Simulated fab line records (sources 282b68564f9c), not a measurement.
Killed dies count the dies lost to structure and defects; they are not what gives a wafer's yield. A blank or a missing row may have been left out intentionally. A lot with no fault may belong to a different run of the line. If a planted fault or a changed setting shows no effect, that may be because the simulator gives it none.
Comparing a struck lot with a sound one + flow rit_cmos + 15 out of 202 route steps
Sound: wafers L697.2, L697.3, L697.5. Struck: wafers L708.3, L708.4, L708.5. At the end, the cause is stated.
For every step that has rows: the tool of each side, followed by ch and its chambers, followed by its first start. Under that, the readings that differ: sound wafers + struck wafers + difference of the means + sigmas: that difference in standard deviations of wafers without a fault.
alike: a reading whose means differ by less than 2 such deviations, as well as words and numbers matching on both sides. not compared: withheld readings; readings where some wafer has no value; bounds like >300 that might hide an equal value; numbers whose values overlap and for which the record gives no deviation.
The two part at a step that has a row with sigmas, a row that says differs or no value, or rows on one side only. When numbers do not overlap yet have no deviation, they are printed without sigmas and do not part them. A reading that every wafer of one side lacks parts them only if that side has two wafers or more.

RIT_M1_SPUTTER_00: material Al, target thk 400 nm, time 500 s.
  sound: pvd_sputter-01 at day 5 00:28; struck: pvd_sputter-03 at day 7 00:12
  alike: throttle_valve_pct
RIT_M1_RS_MEAS_01: uses a four-point probe to measure.
  sound: film_metro-04 at day 5 00:47; struck: film_metro-04 at day 7 00:34
  alike: M1_AL_RS
RIT_M1_THK_MEAS_02: measures by xrf.
  sound: film_metro-04 at day 5 00:54; struck: film_metro-04 at day 7 00:40
  alike: M1_AL_THK
then, 6 steps without rows for these wafers: RIT_M1_HMDS_03 (prime time 60 s); RIT_M1_COAT_04 (resist thk 1300 nm); RIT_M1_SOFTBAKE_05 (time 60 s); RIT_M1_EXPOSE_06 (exposes mask M12, target cd 2600 nm); RIT_M1_PEB_07; RIT_M1_DEVELOP_08 (develop time 68 s).
RIT_M1_CD_MEAS_09: the cd target is 2600 nm.
  sound: cd_sem-01 at day 5 01:51; struck: cd_sem-01 at day 7 01:46
  alike: cd_nm
RIT_M1_OVL_MEAS_10:
  sound: overlay-02 at day 5 01:58; struck: overlay-01 at day 7 01:51
  alike: M1_OVL
then, 1 step without rows for these wafers: RIT_M1_HARDBAKE_11 (time 120 s).
RIT_M1_METAL_ETCH_12: etches Al in Cl2/BCl3, stops on SiO2, time 165 s, target depth 600 nm.
  sound on rie_metal-02 ch 1, day 5 02:20; struck on rie_metal-02 ch 0,1, day 7 02:11
| reading                                  | sound             | struck            | difference | sigmas |
|------------------------------------------|-------------------|-------------------|------------|--------|
| model.NOVOLAK_of_M1_COAT_04.thk_nm (nm)  | 819.9 814.9 819   | 704.3 721.7 721.5 | -102.1     |        |
| model.SiO2_of_CONTACT_CVD_00.thk_nm (nm) | 370.1 366.8 371.2 | 350.9 357.1 356.8 | -14.4      |        |
| model.M1.feature_depth_nm (nm)           | 429.2 431.2 435.6 | 444.8 443.9 442.6 | +11.8      |        |
  alike: drypump_motor_current_A, he_backside_leak_sccm, oes_product_au, rf_fwd_power_W, throttle_valve_pct
  not compared: rf_hours_counter_h
then, 1 step without rows for these wafers: RIT_M1_STRIP_13 (strips in nmp, time 600 s).
RIT_M1_PROBE_99:
  sound: prober-01 at day 5 04:38; struck: prober-02 at day 7 04:29
| reading                               | sound                      | struck                    | difference | sigmas |
|---------------------------------------|----------------------------|---------------------------|------------|--------|
| model.etest.antenna_m1.vt_shift_v (V) | -0.01079 -0.004721 -0.0116 | -0.0237 -0.01411 -0.01911 | -0.0099    |        |
  alike: defect_limited_yield, killed_at_front_end, killed_dies, killed_open, killed_short, sort_bin_3_pad_short, sort_bin_5_function, sort_bin_6_memory, sort_n_pass, sort_yield_pct

== WHERE THEY PART ==
Nowhere in this record.

WHY: the cause the simulator had injected
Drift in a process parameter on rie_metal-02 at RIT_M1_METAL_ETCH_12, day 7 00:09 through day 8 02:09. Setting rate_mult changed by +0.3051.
